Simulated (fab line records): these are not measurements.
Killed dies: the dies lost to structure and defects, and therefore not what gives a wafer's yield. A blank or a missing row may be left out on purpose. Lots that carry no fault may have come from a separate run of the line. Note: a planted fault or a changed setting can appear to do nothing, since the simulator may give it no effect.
Split-lot experiment -- flow ritCmos -- 27 wafers read from 5 lots, route of 202 steps

ABOUT THE SPLIT
At RIT_CONTACT_CVD_00 (deposits SiO2 from TEOS, target thk 400 nm, time 61 s), the setting timeS was moved away from the recipe's 61 s on 9 of the 27 wafers read, by -47.4% to +16.8%. The other wafers ran this setting at the recipe's value.

There is no step in the file separating the split from the reading.

THE READING
CONTACT_TEOS_THK at RIT_CONTACT_THK_MEAS_01, in nm. A value of 400 nm with a standard deviation of 5.8 nm is what fault-free wafers of this fab line usually give.

wafer,"tool, chamber at the split","timeS as run, s",against the recipe,"CONTACT_TEOS_THK, nm",against lot-mates on the recipe
L077.1,"pecvd-03, 0",61,recipe,392,-
L077.2,"pecvd-03, 2",61,recipe,388,-
L077.3,"pecvd-03, 1",70.32,+15.3%,453,+62
L077.4,"pecvd-03, 1",70.32,+15.3%,459,+68
L077.5,"pecvd-03, 0",70.32,+15.3%,460,+69
L077.6,"pecvd-03, 2",61,recipe,393,-
L078.1,"pecvd-01, 0",61,recipe,399,-
L078.2,"pecvd-01, 2",61,recipe,399,-
L078.3,"pecvd-01, 1",61,recipe,408,-
L078.4,"pecvd-01, 0",61,recipe,400,-
L078.5,"pecvd-01, 1",61,recipe,410,-
L078.6,"pecvd-01, 2",61,recipe,407,-
L081.1,"pecvd-01, 1",61,recipe,403,-
L081.3,"pecvd-01, 1",61,recipe,410,-
L081.4,"pecvd-01, 0",61,recipe,397,-
L082.1,"pecvd-04, 2",61,recipe,400,-
L082.2,"pecvd-04, 0",32.06,-47.4%,202,-195
L082.3,"pecvd-04, 1",61,recipe,391,-
L082.4,"pecvd-04, 0",61,recipe,399,-
L082.5,"pecvd-04, 1",32.06,-47.4%,212,-185
L082.6,"pecvd-04, 2",32.06,-47.4%,212,-185
L083.1,"pecvd-03, 2",61,recipe,390,-
L083.2,"pecvd-03, 1",71.24,+16.8%,461,+67
L083.3,"pecvd-03, 0",61,recipe,396,-
L083.4,"pecvd-03, 0",71.24,+16.8%,466,+72
L083.5,"pecvd-03, 1",71.24,+16.8%,469,+75
L083.6,"pecvd-03, 2",61,recipe,396,-

FIT RESULTS
A straight line over all 27 wafers: CONTACT_TEOS_THK changes by +3.99 nm for each +1% of timeS; r = +1.00; the points scatter about the line by 6.1 nm.
The same after taking each lot's own level away (the mean of its wafers on the recipe; 27 wafers): +4.03 nm for each +1%; r = +1.00; scatter 4.6 nm.
According to that fit, moving timeS by its largest amount changes the reading by 1.9e+02 nm.
The span of the lots' own levels, 391.0 to 403.8 nm, comes to 2.2 times the standard deviation stated above.
Hence the lot-to-lot level has little effect on the slope; both slopes agree.
Check: with one of the wafers moved furthest among these (-47.4%) left out of the fit, the line predicts -188 nm for it against its lot-mates. Against them it came out at -195 nm.

ADDITIONAL SPLITS CARRIED BY THESE WAFERS
Other splits were also applied to these wafers ahead of the reading. Each is held against what the fit with the lots' levels taken away leaves over:
other split on the same wafers,wafers away from the commonest value,r with CONTACT_TEOS_THK (lot level and that fit taken away)
RIT_ACTIVE_CVD_03 timeS,18,+0.07
RIT_GATE_ETCH_19 targetDepthA,6,+0.07
RIT_SPACER_CVD_03 timeS,21,-0.11

THE WHOLE CHAIN: every reading that the file lists as answering this split, in the file's order
step,what it does,reading,change (the file's fit),r (the file's)
RIT_CONTACT_CVD_00,"deposits SiO2 from TEOS, target thk 400 nm, time 61 s","SiO2_of_CONTACT_CVD_00.thkNm (the simulator's own value, which no gauge read)",+4.02 nm for each +1% of the setting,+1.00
RIT_CONTACT_THK_MEAS_01,,CONTACT_TEOS_THK,+4.02 for each +1% of the setting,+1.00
RIT_CONTACT_ETCH_11,"etches SiO2 in CHF3/CF4/Ar, stops on TiSi2, target depth 480 nm, time 320 s","CONTACT.featureDepthNm (the simulator's own value, which no gauge read)",+4.02 nm for each +1% of the setting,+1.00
RIT_CONTACT_ETCH_11,"etches SiO2 in CHF3/CF4/Ar, stops on TiSi2, target depth 480 nm, time 320 s","etch.depthNm (the simulator's own value, which no gauge read)",+4.02 nm for each +1% of the setting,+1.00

FILE'S OWN FIT
CONTACT_TEOS_THK changes by +4.02 nm for each +1% of timeS, r = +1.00.
